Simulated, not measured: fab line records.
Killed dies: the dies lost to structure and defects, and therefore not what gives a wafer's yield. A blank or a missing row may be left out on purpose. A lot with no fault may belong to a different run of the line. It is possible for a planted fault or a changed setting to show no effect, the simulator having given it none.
fab line records ; flow rit-cmos
record: lots: 5; wafers: 15; last-day: 8
route steps=202 shown FOX2@25 NWELL@28 PWELL@39 WELLDRIVE@50 NRETRO@53 PRETRO@64
lots untouched by any fault: they come from a run of this same line in which no faults occurred
start-h: hours from the record's opening day to when the first of the lot's shown wafers began ; wait-h: how many hours have passed since the lot's step before this one ; " identical to the entry in the row above ; L1.1+2: a single row standing in for several wafers ; - no value, or no start was given ; * or withheld: withheld ; < > ~ a bound
route shown NAME@n: NAME is a module with steps in the file, n the number in the route of the first one ; usual: the fault-free wafers' mean and standard deviation ; same: alike in all rows ; chamber/n: place in a boat ; sites: per-site readings ; _std_site: standard deviation of those values ; _edge_site: outer sites' mean less inner sites' ; radius-mm: for every site, how far away it sits from the centre of the wafer ; mask NAME#n: copy n ; behind: the tool/chamber that last shaped the wafer ; hold: reason for holding the lot/hours on hold/outcome of the hold ; device: which transistor (n, p or np) failed to switch ; end of line: the same wafers' tests at the end of the route ; a step with no rows: only its recipe ; killed: not the wafer's yield, but the dies lost to structure and defects at the first sort ; map: a wafer's dies, marking killed ones x, the rest . and places with no die _
set.NAME: the run value of the setting; set.NAME@STEP: its run value at that earlier step ; model.NAME: the simulator's own value behind a step, which no gauge read
certain route steps with their lots: each step a table, each wafer a row
services: a tool's chamber out of use, with start hour (start-h, from the record's first day; less than 0 if before it), hours out, and reason
== steps ==
step: RIT_FOX2_CLEAN_02
recipe: chemistry: dHF; dilution: 50:1; time-s: 180
step: RIT_FOX2_WET_ETCH_03
recipe: chemistry: H3PO4; target: Si3N4; target-depth-nm: 195; temp-c: 165; time-s: 2700
step: RIT_FOX2_THK_MEAS_90
recipe: reads: SiO2_of_FOX2_OXIDATION_00
usual: FIELD_OXIDE_LEFT_1_THK: 323/6.8
lot.wafer;tool;chamber;start-h;wait-h;FIELD_OXIDE_LEFT_1_THK[nm]
L821.1;film-metro-04;-;55.41;0.0;320
L821.2;film-metro-04;-;55.41;0.0;316
L821.6;film-metro-04;-;55.41;0.0;316
L824.2;film-metro-01;-;69.95;0.0;316
L824.5;film-metro-01;-;69.95;0.0;319
L824.6;film-metro-01;-;69.95;0.0;316
L829.1;film-metro-04;-;94.24;0.0;332
L829.2;film-metro-04;-;94.24;0.0;327
L829.5;film-metro-04;-;94.24;0.0;330
L834.1;film-metro-01;-;121.33;0.0;326
L834.2;film-metro-01;-;121.33;0.0;329
L834.3;film-metro-01;-;121.33;0.0;325
L837.1;film-metro-03;-;137.88;0.0;328
L837.4;film-metro-03;-;137.88;0.0;335
L837.5;film-metro-03;-;137.88;0.0;326
step: RIT_NWELL_HMDS_00
recipe: prime-time-s: 60; prime-temp-c: 140
step: RIT_NWELL_COAT_01
recipe: resist: NOVOLAK; spin-rpm: 2000; resist-thk-nm: 1300
step: RIT_NWELL_SOFTBAKE_02
recipe: resist: NOVOLAK; temp-c: 90; time-s: 60
step: RIT_NWELL_EXPOSE_03
recipe: mask-id: M2; na: 0.57; target-cd-nm: 43900; dose-mj: 250
step: RIT_NWELL_PEB_04
recipe: resist: NOVOLAK; temp-c: withheld; time-s: withheld
step: RIT_NWELL_DEVELOP_05
recipe: resist: NOVOLAK; develop-time-s: 68; dev-temp-c: 23
step: RIT_NWELL_OVL_MEAS_06
usual: NWELL_OVL: -0.4/1.3
lot.wafer;tool;chamber;start-h;wait-h;NWELL_OVL[nm]
L821.1;overlay-02;-;56.47;-;2.7
L821.2;overlay-02;-;56.47;-;1.3
L821.6;overlay-02;-;56.47;-;1.8
L824.2;overlay-02;-;71.01;-;-0.5
L824.5;overlay-02;-;71.01;-;0.1
L824.6;overlay-02;-;71.01;-;0.2
L829.1;overlay-02;-;95.28;-;0.1
L829.2;overlay-02;-;95.28;-;-2.1
L829.5;overlay-02;-;95.28;-;0.6
L834.1;overlay-01;-;122.27;-;-0.7
L834.2;overlay-01;-;122.27;-;-1.8
L834.3;overlay-01;-;122.27;-;-2.5
L837.1;overlay-01;-;138.95;-;-1.3
L837.4;overlay-01;-;138.95;-;-1.4
L837.5;overlay-01;-;138.95;-;-1.8
step: RIT_NWELL_HARDBAKE_07
recipe: resist: NOVOLAK; temp-c: 140; time-s: 120
step: RIT_NWELL_IMPLANT_08
recipe: species: P; energy-kev: 170; dose-cm2: 5e+13; tilt-deg: 7
step: RIT_NWELL_STRIP_09
recipe: chemistry: O2; time-s: 180; resist: NOVOLAK; platen-temp-c: withheld; power-w: 500; pressure-mtorr: 4000; o2-flow-sccm: 4000
usual: chamber-pressure-mTorr: 4000/3.7; drypump-motor-current-A: 5.9/0.48; run-length-s: 208.3/0.33
lot.wafer;tool;chamber;start-h;wait-h;chamber-pressure-mTorr;drypump-motor-current-A;rf-hours-counter-h;run-length-s;model.NOVOLAK_of_NWELL_COAT_01.thk-nm
L821.1;plasma-asher-04;1;56.91;0.1;4000;5.9;42;208.2;0
L821.2;plasma-asher-04;0;56.91;0.1;4004;5.8;42;208.9;0
L821.6;plasma-asher-04;0;56.91;0.1;4000;5.8;-;208.5;0
L824.2;plasma-asher-03;1;71.44;0.1;4003;5.9;30;72.2;333.6
L824.5;plasma-asher-03;1;71.44;0.1;4005;5.9;-;72.1;339.6
L824.6;plasma-asher-03;0;71.44;0.1;3999;6.4;-;72.0;337.4
L829.1;plasma-asher-01;1;95.71;0.1;4006;6.0;42;208.2;0
L829.2;plasma-asher-01;0;95.71;0.1;4002;4.8;42;208.3;0
L829.5;plasma-asher-01;1;95.71;0.1;4001;6.0;-;208.2;0
L834.1;plasma-asher-03;1;122.70;0.1;4002;5.9;36;208.7;0
L834.2;plasma-asher-03;0;122.70;0.1;3996;6.4;36;208.1;0
L834.3;plasma-asher-03;0;122.70;0.1;4014;6.4;-;208.5;0
L837.1;plasma-asher-04;1;139.39;0.1;3998;5.9;2;207.7;0
L837.4;plasma-asher-04;0;139.39;0.1;4000;5.8;-;208.7;0
L837.5;plasma-asher-04;0;139.39;0.1;4004;5.8;-;209.2;0
step: RIT_NWELL_TW_MEAS_10
usual: NWELL_TW: 2149/30
lot.wafer;tool;chamber;start-h;wait-h;NWELL_TW
L821.1;film-metro-03;-;57.08;0.1;2174
L821.2;film-metro-03;-;57.08;0.1;2169
L821.6;film-metro-03;-;57.08;0.1;2167
L824.2;film-metro-03;-;71.63;0.1;2167
L824.5;film-metro-03;-;71.63;0.1;2163
L824.6;film-metro-03;-;71.63;0.1;2156
L829.1;film-metro-01;-;95.89;0.1;2106
L829.2;film-metro-01;-;95.89;0.1;2110
L829.5;film-metro-01;-;95.89;0.1;2109
L834.1;film-metro-03;-;122.88;0.1;2175
L834.2;film-metro-03;-;122.88;0.1;2183
L834.3;film-metro-03;-;122.88;0.1;2176
L837.1;film-metro-03;-;139.56;0.1;2183
L837.4;film-metro-03;-;139.56;0.1;2170
L837.5;film-metro-03;-;139.56;0.1;2182
step: RIT_PWELL_HMDS_00
recipe: prime-time-s: 60; prime-temp-c: 140
step: RIT_PWELL_COAT_01
recipe: resist: NOVOLAK; spin-rpm: 2000; resist-thk-nm: 1300
step: RIT_PWELL_SOFTBAKE_02
recipe: resist: NOVOLAK; temp-c: 90; time-s: 60
step: RIT_PWELL_EXPOSE_03
recipe: mask-id: M3; na: 0.57; target-cd-nm: 43700; dose-mj: 250
step: RIT_PWELL_PEB_04
recipe: resist: NOVOLAK; temp-c: withheld; time-s: withheld
step: RIT_PWELL_DEVELOP_05
recipe: resist: NOVOLAK; develop-time-s: 68; dev-temp-c: 23
step: RIT_PWELL_OVL_MEAS_06
usual: PWELL_OVL: -0.4/1.4
lot.wafer;tool;chamber;start-h;wait-h;PWELL_OVL[nm]
L821.1;overlay-01;-;58.02;-;-1.0
L821.2;overlay-01;-;58.02;-;-0.1
L821.6;overlay-01;-;58.02;-;2.8
L824.2;overlay-01;-;72.73;-;-0.3
L824.5;overlay-01;-;72.73;-;-0.1
L824.6;overlay-01;-;72.73;-;-1.8
L829.1;overlay-01;-;96.83;-;0.3
L829.2;overlay-01;-;96.83;-;-0.4
L829.5;overlay-01;-;96.83;-;0.6
L834.1;overlay-01;-;123.82;-;-3.4
L834.2;overlay-01;-;123.82;-;-3.4
L834.3;overlay-01;-;123.82;-;-3.3
L837.1;overlay-02;-;140.63;-;0.9
L837.4;overlay-02;-;140.63;-;0.3
L837.5;overlay-02;-;140.63;-;1.5
step: RIT_PWELL_HARDBAKE_07
recipe: resist: NOVOLAK; temp-c: 140; time-s: 120
step: RIT_PWELL_IMPLANT_08
recipe: species: B; energy-kev: 170; dose-cm2: 7e+13; tilt-deg: 7
step: RIT_PWELL_STRIP_09
recipe: chemistry: O2; time-s: 180; resist: NOVOLAK; platen-temp-c: withheld; power-w: 500; pressure-mtorr: 4000; o2-flow-sccm: 4000
usual: chamber-pressure-mTorr: 4000/3.7; drypump-motor-current-A: 5.95/0.26; run-length-s: 208.4/0.32
lot.wafer;tool;chamber;start-h;wait-h;chamber-pressure-mTorr;drypump-motor-current-A;rf-hours-counter-h;run-length-s
L821.1;plasma-asher-03;1;58.46;0.1;4001;5.96;29;208.2
L821.2;plasma-asher-03;0;58.46;0.1;4006;6.39;29;208.1
L821.6;plasma-asher-03;0;58.46;0.1;4000;6.41;-;208.1
L824.2;plasma-asher-04;0;73.16;0.1;3997;5.78;44;208.9
L824.5;plasma-asher-04;0;73.16;0.1;4003;5.80;-;208.3
L824.6;plasma-asher-04;1;73.16;0.1;4007;5.91;-;208.1
L829.1;plasma-asher-04;1;97.35;0.1;3997;5.88;47;208.2
L829.2;plasma-asher-04;0;97.35;0.1;4002;5.79;47;208.8
L829.5;plasma-asher-04;0;97.35;0.1;4001;5.79;-;209.0
L834.1;plasma-asher-02;0;124.25;0.1;4000;5.82;45;208.8
L834.2;plasma-asher-02;1;124.25;0.1;4002;5.63;45;208.7
L834.3;plasma-asher-02;0;124.25;0.1;4000;5.83;-;209.0
L837.1;plasma-asher-04;1;141.06;0.1;4002;5.90;2;207.8
L837.4;plasma-asher-04;0;141.06;0.1;4005;5.78;-;209.0
L837.5;plasma-asher-04;0;141.06;0.1;4000;5.79;-;208.9
step: RIT_PWELL_TW_MEAS_10
usual: PWELL_TW: 949/12
lot.wafer;tool;chamber;start-h;wait-h;PWELL_TW
L821.1;film-metro-01;-;58.63;0.1;933
L821.2;film-metro-01;-;58.63;0.1;934
L821.6;film-metro-01;-;58.63;0.1;926
L824.2;film-metro-01;-;73.34;0.1;933
L824.5;film-metro-01;-;73.34;0.1;936
L824.6;film-metro-01;-;73.34;0.1;935
L829.1;film-metro-03;-;97.53;0.1;959
L829.2;film-metro-03;-;97.53;0.1;957
L829.5;film-metro-03;-;97.53;0.1;959
L834.1;film-metro-03;-;124.43;0.1;962
L834.2;film-metro-03;-;124.43;0.1;966
L834.3;film-metro-03;-;124.43;0.1;969
L837.1;film-metro-03;-;141.24;0.1;972
L837.4;film-metro-03;-;141.24;0.1;964
L837.5;film-metro-03;-;141.24;0.1;968
step: RIT_WELLDRIVE_ANNEAL_00
recipe: temp-c: 1100; time-s: 14700; ambient: N2
step: RIT_WELLDRIVE_RS_MEAS_01
recipe: thk-meas-gauge: four-point-probe
usual: NWELL_RS: 275.6/0.68
lot.wafer;tool;chamber;start-h;wait-h;NWELL_RS[ohm/sq]
L821.1;film-metro-01;-;63.78;0.0;274.7
L821.2;film-metro-01;-;63.78;0.0;275.7
L821.6;film-metro-01;-;63.78;0.0;275.2
L824.2;film-metro-01;-;78.50;0.0;275.8
L824.5;film-metro-01;-;78.50;0.0;275.8
L824.6;film-metro-01;-;78.50;0.0;276.5
L829.1;film-metro-01;-;103.63;0.0;275.0
L829.2;film-metro-01;-;103.63;0.0;275.4
L829.5;film-metro-01;-;103.63;0.0;275.6
L834.1;film-metro-02;-;133.57;0.0;275.3
L834.2;film-metro-02;-;133.57;0.0;275.8
L834.3;film-metro-02;-;133.57;0.0;275.8
L837.1;film-metro-02;-;151.21;0.0;276.4
L837.4;film-metro-02;-;151.21;0.0;276.0
L837.5;film-metro-02;-;151.21;0.0;276.4
step: RIT_WELLDRIVE_RS_MEAS_02
recipe: thk-meas-gauge: four-point-probe
usual: PWELL_RS: 430.1/1.2
lot.wafer;tool;chamber;start-h;wait-h;PWELL_RS[ohm/sq]
L821.1;film-metro-01;-;63.90;0.1;429.1
L821.2;film-metro-01;-;63.90;0.1;428.5
L821.6;film-metro-01;-;63.90;0.1;428.8
L824.2;film-metro-01;-;78.62;0.1;430.1
L824.5;film-metro-01;-;78.62;0.1;428.7
L824.6;film-metro-01;-;78.62;0.1;428.4
L829.1;film-metro-01;-;103.75;0.1;430.2
L829.2;film-metro-01;-;103.75;0.1;430.3
L829.5;film-metro-01;-;103.75;0.1;430.2
L834.1;film-metro-02;-;133.69;0.1;430.3
L834.2;film-metro-02;-;133.69;0.1;428.8
L834.3;film-metro-02;-;133.69;0.1;430.6
L837.1;film-metro-02;-;151.33;0.1;429.8
L837.4;film-metro-02;-;151.33;0.1;429.5
L837.5;film-metro-02;-;151.33;0.1;431.2
step: RIT_NRETRO_HMDS_00
recipe: prime-time-s: 60; prime-temp-c: 140
step: RIT_NRETRO_COAT_01
recipe: resist: NOVOLAK; spin-rpm: 2000; resist-thk-nm: 1300
step: RIT_NRETRO_SOFTBAKE_02
recipe: resist: NOVOLAK; temp-c: 90; time-s: 60
step: RIT_NRETRO_EXPOSE_03
recipe: mask-id: M4; na: 0.57; target-cd-nm: 43900; dose-mj: 250
step: RIT_NRETRO_PEB_04
recipe: resist: NOVOLAK; temp-c: withheld; time-s: withheld
step: RIT_NRETRO_DEVELOP_05
recipe: resist: NOVOLAK; develop-time-s: 68; dev-temp-c: 23
step: RIT_NRETRO_OVL_MEAS_06
usual: NRETRO_OVL: 0.6/1.4
lot.wafer;tool;chamber;start-h;wait-h;NRETRO_OVL[nm]
L821.1;overlay-01;-;65.41;-;-0.3
L821.2;overlay-01;-;65.41;-;1.3
L821.6;overlay-01;-;65.41;-;1.0
L824.2;overlay-02;-;79.68;-;1.6
L824.5;overlay-02;-;79.68;-;0.0
L824.6;overlay-02;-;79.68;-;2.1
L829.1;overlay-02;-;104.87;-;0.0
L829.2;overlay-02;-;104.87;-;-0.8
L829.5;overlay-02;-;104.87;-;-2.1
L834.1;overlay-02;-;134.81;-;-1.7
L834.2;overlay-02;-;134.81;-;-1.6
L834.3;overlay-02;-;134.81;-;-0.1
L837.1;overlay-02;-;152.45;-;2.5
L837.4;overlay-02;-;152.45;-;1.4
L837.5;overlay-02;-;152.45;-;2.8
step: RIT_NRETRO_HARDBAKE_07
recipe: resist: NOVOLAK; temp-c: 140; time-s: 120
step: RIT_NRETRO_IMPLANT_08
recipe: species: P; energy-kev: 70; dose-cm2: 1e+13; tilt-deg: 7
step: RIT_NRETRO_STRIP_09
recipe: chemistry: O2; time-s: 180; resist: NOVOLAK; platen-temp-c: withheld; power-w: 500; pressure-mtorr: 4000; o2-flow-sccm: 4000
usual: chamber-pressure-mTorr: 4001/3.4; drypump-motor-current-A: 5.7/0.54; run-length-s: 208.3/0.31
lot.wafer;tool;chamber;start-h;wait-h;chamber-pressure-mTorr;drypump-motor-current-A;rf-hours-counter-h;run-length-s
L821.1;plasma-asher-02;1;65.85;0.1;4001;5.6;40;208.6
L821.2;plasma-asher-02;0;65.85;0.1;4000;5.8;40;208.5
L821.6;plasma-asher-02;0;65.85;0.1;4005;5.8;-;208.4
L824.2;plasma-asher-03;1;80.12;0.1;4001;5.9;31;208.8
L824.5;plasma-asher-03;0;80.12;0.1;3997;6.4;-;208.5
L824.6;plasma-asher-03;1;80.12;0.1;4001;5.9;-;209.0
L829.1;plasma-asher-02;0;105.31;0.1;4002;5.8;43;208.4
L829.2;plasma-asher-02;1;105.31;0.1;4000;5.6;43;208.3
L829.5;plasma-asher-02;1;105.31;0.1;4003;5.5;-;208.4
L834.1;plasma-asher-01;0;135.27;0.1;4001;4.7;46;208.1
L834.2;plasma-asher-01;1;135.27;0.1;4001;6.0;46;208.0
L834.3;plasma-asher-01;0;135.27;0.1;3998;4.8;-;207.7
L837.1;plasma-asher-03;0;152.89;0.1;4001;6.4;38;208.0
L837.4;plasma-asher-03;1;152.89;0.1;4004;5.9;-;208.7
L837.5;plasma-asher-03;0;152.89;0.1;4007;6.4;-;208.3
step: RIT_NRETRO_TW_MEAS_10
usual: NRETRO_TW: 1054/8.1
lot.wafer;tool;chamber;start-h;wait-h;NRETRO_TW
L821.1;film-metro-04;-;66.03;0.1;1047
L821.2;film-metro-04;-;66.03;0.1;1048
L821.6;film-metro-04;-;66.03;0.1;1050
L824.2;film-metro-02;-;80.30;0.1;31
L824.5;film-metro-02;-;80.30;0.1;31
L824.6;film-metro-02;-;80.30;0.1;31
L829.1;film-metro-02;-;105.48;0.1;1050
L829.2;film-metro-02;-;105.48;0.1;1055
L829.5;film-metro-02;-;105.48;0.1;1052
L834.1;film-metro-04;-;135.44;0.1;1047
L834.2;film-metro-04;-;135.44;0.1;1048
L834.3;film-metro-04;-;135.44;0.1;1046
L837.1;film-metro-04;-;153.06;0.1;1045
L837.4;film-metro-04;-;153.06;0.1;1050
L837.5;film-metro-04;-;153.06;0.1;1039
step: RIT_PRETRO_HMDS_00
recipe: prime-time-s: 60; prime-temp-c: 140
step: RIT_PRETRO_COAT_01
recipe: resist: NOVOLAK; spin-rpm: 2000; resist-thk-nm: 1300
step: RIT_PRETRO_SOFTBAKE_02
recipe: resist: NOVOLAK; temp-c: 90; time-s: 60
step: RIT_PRETRO_TW_MEAS_10
usual: PRETRO_TW: 471/4.5
lot.wafer;tool;chamber;start-h;wait-h;PRETRO_TW
L821.1;film-metro-01;-;67.70;0.1;466
L821.2;film-metro-01;-;67.70;0.1;466
L821.6;film-metro-01;-;67.70;0.1;465
L824.2;film-metro-01;-;81.85;0.1;64
L824.5;film-metro-01;-;81.85;0.1;54
L824.6;film-metro-01;-;81.85;0.1;57
L829.1;film-metro-02;-;107.03;0.1;473
L829.2;film-metro-02;-;107.03;0.1;476
L829.5;film-metro-02;-;107.03;0.1;478
L834.1;film-metro-01;-;137.12;0.1;469
L834.2;film-metro-01;-;137.12;0.1;469
L834.3;film-metro-01;-;137.12;0.1;470
L837.1;film-metro-01;-;154.61;0.1;468
L837.4;film-metro-01;-;154.61;0.1;465
L837.5;film-metro-01;-;154.61;0.1;463
== services ==
tool;chamber;start-h;hours;kind
plasma-asher-02;-;83.87;14.6;pm
plasma-asher-01;-;103.33;0.4;repair
plasma-asher-04;-;108.75;9.0;pm
plasma-asher-04;0;108.75;9.0;vent-cycle
plasma-asher-04;1;108.75;9.0;vent-cycle
plasma-asher-04;0;117.75;-;clean
plasma-asher-04;1;117.75;-;clean
plasma-asher-04;-;146.74;1.6;repair
== key ==
first-sign: step: RIT_NWELL_STRIP_09; reading: run-length-s; direction: down; sigmas: 99+; usual: *; struck: *
effect: step: RIT_NRETRO_TW_MEAS_10; reading: NRETRO_TW; direction: down; sigmas: 99+; usual: 1054; struck: 31
effect: step: RIT_PRETRO_TW_MEAS_10; reading: PRETRO_TW; direction: down; sigmas: 91; usual: 471; struck: 59
model-effect: step: RIT_NWELL_STRIP_09; value: NOVOLAK_of_NWELL_COAT_01.thk-nm; without: 0; struck: 336.8
met-at RIT_NWELL_STRIP_09
struck-wafers L824.2,L824.5,L824.6
sort-left-out L824.2,L824.5,L824.6
tester-left-out L824
fault: kind: strip-aborted; tool: plasma-asher-03; chamber: -; onset-h: 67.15; steps: RIT_NWELL_STRIP_09; offset: 0.6; end-h: 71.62
tester-left-out: of these lots the tester's yield and bins aren't shown, on N5 and GAA mostly nor the transistor test; their killed dies are dies lost to structure and defects alone, not to doping, threshold or leakage, so they don't give the yield
sort-left-out: the simulated sort isn't trusted on such a fault, so these wafers' sort isn't shown, and their yield isn't known
